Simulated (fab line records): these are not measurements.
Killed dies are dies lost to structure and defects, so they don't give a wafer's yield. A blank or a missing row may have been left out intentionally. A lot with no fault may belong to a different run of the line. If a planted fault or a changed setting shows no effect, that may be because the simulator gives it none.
Split-lot trial    flow berkeley-cmos170    on a route of 331 steps: 5 lots, 23 wafers read

== SPLIT DETAILS ==
At UCB170_NWELL_COAT_07 (resist thk 900 nm), the setting resist-thk-nm was moved away from the recipe's 900 nm on 7 of the 23 wafers read, by -5.1% to +4.2%. The other wafers ran this setting at the recipe's value.

== FROM THE SPLIT TO THE READING: what the file shows between them, 3 steps ==
- UCB170_NWELL_SOFTBAKE_08: time 60 s
- UCB170_NWELL_EXPOSE_09: exposes mask NWELL, target cd 3000 nm
- UCB170_NWELL_DEVELOP_11: develop time 45 s

== THE READING ==
KrF_of_NWELL_COAT_07.thk-nm (the simulator's own value, which no gauge read), in nm, at UCB170_NWELL_ETCH_13 (etches Si3N4 in CH3F/Ar/O2, stops on SiO2, target depth 246.4 nm, time 154 s). The file does not state a usual value for it. Here, 16 wafers ran the recipe; their average is 722.0 nm with a standard deviation of 4.9 nm.

wafer   tool, chamber at the split  resist-thk-nm as run, nm  against the recipe  KrF_of_NWELL_COAT_07.thk-nm, nm  against lot-mates on the recipe
L078.1  litho-track-01, 0           900                       recipe              720.2                            -
L078.2  litho-track-01, 0           900                       recipe              715.1                            -
L078.4  litho-track-01, 0           900                       recipe              716.9                            -
L079.2  litho-track-04, 0           900                       recipe              726.9                            -
L079.3  litho-track-04, 0           900                       recipe              733.2                            -
L079.4  litho-track-04, 0           854                       -5.1%               682.4                            -47.1
L079.5  litho-track-04, 0           854                       -5.1%               679.4                            -50.1
L079.6  litho-track-04, 0           900                       recipe              728.4                            -
L081.1  litho-track-04, 0           900                       recipe              727.8                            -
L081.2  litho-track-04, 0           900                       recipe              719.7                            -
L081.4  litho-track-04, 0           900                       recipe              722                              -
L081.5  litho-track-04, 0           900                       recipe              725.2                            -
L081.6  litho-track-04, 0           900                       recipe              720.1                            -
L082.2  litho-track-01, 0           900                       recipe              717.9                            -
L082.3  litho-track-01, 0           937.4                     +4.2%               754.9                            +37.2
L082.4  litho-track-01, 0           900                       recipe              718.2                            -
L082.5  litho-track-01, 0           937.4                     +4.2%               753.6                            +35.9
L082.6  litho-track-01, 0           900                       recipe              717                              -
L084.1  litho-track-04, 0           900                       recipe              719.6                            -
L084.2  litho-track-04, 0           854.1                     -5.1%               678.7                            -42.9
L084.3  litho-track-04, 0           854.1                     -5.1%               675.7                            -45.9
L084.4  litho-track-04, 0           854.1                     -5.1%               674.6                            -47.0
L084.6  litho-track-04, 0           900                       recipe              723.6                            -

THE FIT
A straight line over all 23 wafers: KrF_of_NWELL_COAT_07.thk-nm changes by +8.37 nm for each +1% of resist-thk-nm; r = +0.98; the points scatter about the line by 4.6 nm.
The same after taking each lot's own level away (the mean of its wafers on the recipe; 23 wafers): +9.04 nm for each +1%; r = +1.00; scatter 2.4 nm.
According to that fit, moving resist-thk-nm by its largest amount changes the reading by 46 nm.
The span of the lots' own levels, 717.40 to 729.50 nm, comes to 2.5 times the standard deviation stated above.
The two slopes are in agreement: the lot-to-lot level therefore moves the slope only a little.
Check: with one of the wafers moved furthest among these (-5.1%) left out of the fit, the line predicts -46.2 nm for it against its lot-mates. It came out at -47.1 nm against them.

== THE OTHER SPLITS THESE WAFERS WENT THROUGH ==
Before the reading, these wafers also passed through other splits. Each is held against what the fit with the lots' levels taken away leaves over:
other split on the same wafers       wafers away from the commonest value  r with KrF_of_NWELL_COAT_07.thk-nm (lot level and that fit taken away)
UCB170_START_OXIDATION_02 ox-time-s  18                                    -0.05

== THE WHOLE CHAIN: every reading that the file lists as answering this split, in the file's order ==
step                   what it does                                                                  reading                                                                       change (the file's fit)               r (the file's)
UCB170_NWELL_COAT_07   resist thk 900 nm                                                             KrF_of_NWELL_COAT_07.thk-nm (the simulator's own value, which no gauge read)  +8.92 nm for each +1% of the setting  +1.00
UCB170_NWELL_ETCH_13   etches Si3N4 in CH3F/Ar/O2, stops on SiO2, target depth 246.4 nm, time 154 s  KrF_of_NWELL_COAT_07.thk-nm (the simulator's own value, which no gauge read)  +9.1 nm for each +1% of the setting   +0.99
UCB170_NWELL_STRIP_15  strips in O2                                                                  strip-time-to-endpoint-s                                                      withheld for each +1% of the setting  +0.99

== FILE'S OWN FIT ==
KrF_of_NWELL_COAT_07.thk-nm changes by +9.1 nm for each +1% of resist-thk-nm, r = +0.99.
